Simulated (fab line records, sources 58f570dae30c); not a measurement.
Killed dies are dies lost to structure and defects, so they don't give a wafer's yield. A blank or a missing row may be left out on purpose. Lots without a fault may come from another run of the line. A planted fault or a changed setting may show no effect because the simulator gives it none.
Which tool did it? | flow berkeley_cmos170 | 13 lots, 37 wafers sampled, at 5 steps of a route of 331

WHAT THE GAUGES READ, wafer by wafer
UCB170_M2_CD_MEAS_15: target cd 700 nm.
lot  | measured     | on        | cd_nm (nm)
L877 | day 7 07:32  | cd_sem-01 | 701.2 699.4 700.2
L880 | day 7 18:44  | cd_sem-01 | 700.0 700.8 698.9
L879 | day 7 19:45  | cd_sem-02 | 700.3 700.4 701.0
L881 | day 8 10:18  | cd_sem-01 | 703.4 700.8 700.7
L884 | day 9 06:33  | cd_sem-02 | 700.4
L887 | day 9 16:43  | cd_sem-01 | 701.6 700.7 700.2
L889 | day 9 17:14  | cd_sem-02 | 701.2 699.0 700.5
L890 | day 10 06:16 | cd_sem-02 | 700.5 698.8 698.6
L893 | day 10 21:34 | cd_sem-02 | 700.5 702.1 700.4
L894 | day 10 23:16 | cd_sem-01 | 697.8 697.8 699.3
L895 | day 11 12:19 | cd_sem-02 | 700.2 699.5 699.0
L897 | day 12 06:48 | cd_sem-02 | 702.2 701.5 700.6
L899 | day 12 17:46 | cd_sem-01 | 699.1 700.3 700.2

UCB170_V2_THK_MEAS_01.
lot  | measured     | on            | V2_TEOS_THK (nm)
L877 | day 7 08:18  | film_metro-03 | 2026 1998 2068
L880 | day 7 19:41  | film_metro-01 | 2004 1995 2001
L879 | day 7 20:29  | film_metro-03 | 2022 2036 2063
L881 | day 8 11:04  | film_metro-01 | 2001 1988 2007
L884 | day 9 07:16  | film_metro-04 | 1727
L887 | day 9 17:28  | film_metro-04 | 2012 2035 2039
L889 | day 9 17:59  | film_metro-04 | 1994 2034 2009
L890 | day 10 07:13 | film_metro-01 | 1981 1978 2014
L893 | day 10 22:19 | film_metro-01 | 2008 2000 2026
L894 | day 11 00:02 | film_metro-01 | 2000 2003 2065
L895 | day 11 13:05 | film_metro-04 | 1979 1984 2003
L897 | day 12 07:32 | film_metro-04 | 1950 1991 2000
L899 | day 12 18:30 | film_metro-04 | 1997 2023 2034

WHICH TOOL RAN EACH LOT (tool, then ch and the chambers of the sampled wafers, then the start)
lot  | UCB170_M1_SPUTTER_00         | UCB170_M2_SPUTTER_01         | UCB170_V2_CVD_00
L877 | pvd_sputter-02, day 6 22:50  | pvd_sputter-03, day 7 05:34  | pecvd-03 ch 0,1,2, day 7 08:08
L880 | pvd_sputter-02, day 7 06:59  | pvd_sputter-04, day 7 16:25  | pecvd-01 ch 0,1, day 7 19:32
L879 | pvd_sputter-04, day 7 07:16  | pvd_sputter-03, day 7 17:25  | pecvd-02 ch 0,1, day 7 20:19
L881 | pvd_sputter-03, day 7 23:31  | pvd_sputter-03, day 8 07:46  | pecvd-03 ch 1,2, day 8 10:54
L884 | pvd_sputter-03, day 8 17:51  | pvd_sputter-01, day 9 04:14  | pecvd-03 ch 1, day 9 07:08
L887 | pvd_sputter-02, day 9 05:52  | pvd_sputter-04, day 9 14:24  | pecvd-02 ch 1,2, day 9 17:17
L889 | pvd_sputter-04, day 9 06:06  | pvd_sputter-01, day 9 14:31  | pecvd-02 ch 1,2, day 9 17:49
L890 | pvd_sputter-02, day 9 16:24  | pvd_sputter-04, day 10 03:37 | pecvd-01 ch 0,1,2, day 10 07:04
L893 | pvd_sputter-02, day 10 10:07 | pvd_sputter-01, day 10 19:16 | pecvd-02 ch 0,2, day 10 22:09
L894 | pvd_sputter-04, day 10 13:16 | pvd_sputter-01, day 10 21:13 | pecvd-02 ch 0,1,2, day 10 23:53
L895 | pvd_sputter-02, day 10 23:44 | pvd_sputter-01, day 11 10:29 | pecvd-02 ch 1,2, day 11 12:55
L897 | pvd_sputter-02, day 11 18:21 | pvd_sputter-03, day 12 04:43 | pecvd-02 ch 0,1,2, day 12 07:22
L899 | pvd_sputter-02, day 12 03:50 | pvd_sputter-03, day 12 15:35 | pecvd-02 ch 0,1,2, day 12 18:24
- UCB170_M1_SPUTTER_00: material Al, target thk 600 nm, time 80 s.
- UCB170_M2_SPUTTER_01: material Al, target thk 900 nm, time 120 s.
- UCB170_V2_CVD_00: deposits SiO2 from TEOS/O2, target thk 2000 nm, time 250 s.

WHAT THE TOOLS THEMSELVES READ (means of the sampled wafers that have a number; where no wafer has one, the mark that the record gives instead)
UCB170_M1_SPUTTER_00.
lot  | tool           | throttle_valve_pct (%)
L877 | pvd_sputter-02 | 29.7
L880 | pvd_sputter-02 | 30.1
L879 | pvd_sputter-04 | 29.9
L881 | pvd_sputter-03 | 30.0
L884 | pvd_sputter-03 | 29.6
L887 | pvd_sputter-02 | 30.1
L889 | pvd_sputter-04 | 30.5
L890 | pvd_sputter-02 | 29.9
L893 | pvd_sputter-02 | 29.4
L894 | pvd_sputter-04 | 29.9
L895 | pvd_sputter-02 | 30.4
L897 | pvd_sputter-02 | 30.6
L899 | pvd_sputter-02 | 29.9

UCB170_M2_SPUTTER_01.
lot  | tool           | throttle_valve_pct (%)
L877 | pvd_sputter-03 | 29.4
L880 | pvd_sputter-04 | 30.1
L879 | pvd_sputter-03 | 29.3
L881 | pvd_sputter-03 | 29.4
L884 | pvd_sputter-01 | 31.4
L887 | pvd_sputter-04 | 30.2
L889 | pvd_sputter-01 | 31.2
L890 | pvd_sputter-04 | 30.1
L893 | pvd_sputter-01 | 31.1
L894 | pvd_sputter-01 | 30.8
L895 | pvd_sputter-01 | 31.0
L897 | pvd_sputter-03 | 29.4
L899 | pvd_sputter-03 | 29.8

UCB170_V2_CVD_00.
lot  | tool     | heater_power_w (W) | rf_fwd_power_W (W)
L877 | pecvd-03 | 256                | 548.9
L880 | pecvd-01 | 303                | 547.6
L879 | pecvd-02 | 266                | 546.7
L881 | pecvd-03 | 239                | 546.9
L884 | pecvd-03 | 174                | 547.2
L887 | pecvd-02 | 320                | 550.1
L889 | pecvd-02 | 318                | 549.9
L890 | pecvd-01 | 305                | 547.7
L893 | pecvd-02 | 248                | 547.2
L894 | pecvd-02 | 324                | 547.7
L895 | pecvd-02 | 322                | 549.1
L897 | pecvd-02 | 265                | 549.1
L899 | pecvd-02 | 246                | 548.9

THE ANSWER, worked out from the rows above alone
Rule: what is usual is taken from the lots themselves. Put in order of their means at a reading, lots are off if they are a third of the lots or fewer, leave a main group of 4 or more, and stand apart from it by a gap of 3 or more times the standard deviation of the main group's means; of several such gaps the widest counts. A main group whose means are all the same, to the digits that the tables above print for the reading, isn't used. A lot without any number at a reading at which 4 lots or more have one is off too. The other lots that the step has rows for count as sound. The gauges are gone through in route order, then the tools' own readings, and for those a lot's mean is taken as printed above. The first step at which some lot is off is used, and at that step the reading that is off furthest; a lot without a number counts as furthest.
Off: L884, at UCB170_V2_THK_MEAS_01 (V2_TEOS_THK). The main group: mean 2010 nm, standard deviation 18.
A tool fits if, at a process step before that reading, it ran every lot that is off, and no sound lot after the first of them. The gauges at UCB170_V2_THK_MEAS_01 are tried like those tools. Can't be told from this: 2 tools fit, pvd_sputter-03 at UCB170_M1_SPUTTER_00, pecvd-03 at UCB170_V2_CVD_00.

WHAT THE SIMULATOR HAD PUT IN
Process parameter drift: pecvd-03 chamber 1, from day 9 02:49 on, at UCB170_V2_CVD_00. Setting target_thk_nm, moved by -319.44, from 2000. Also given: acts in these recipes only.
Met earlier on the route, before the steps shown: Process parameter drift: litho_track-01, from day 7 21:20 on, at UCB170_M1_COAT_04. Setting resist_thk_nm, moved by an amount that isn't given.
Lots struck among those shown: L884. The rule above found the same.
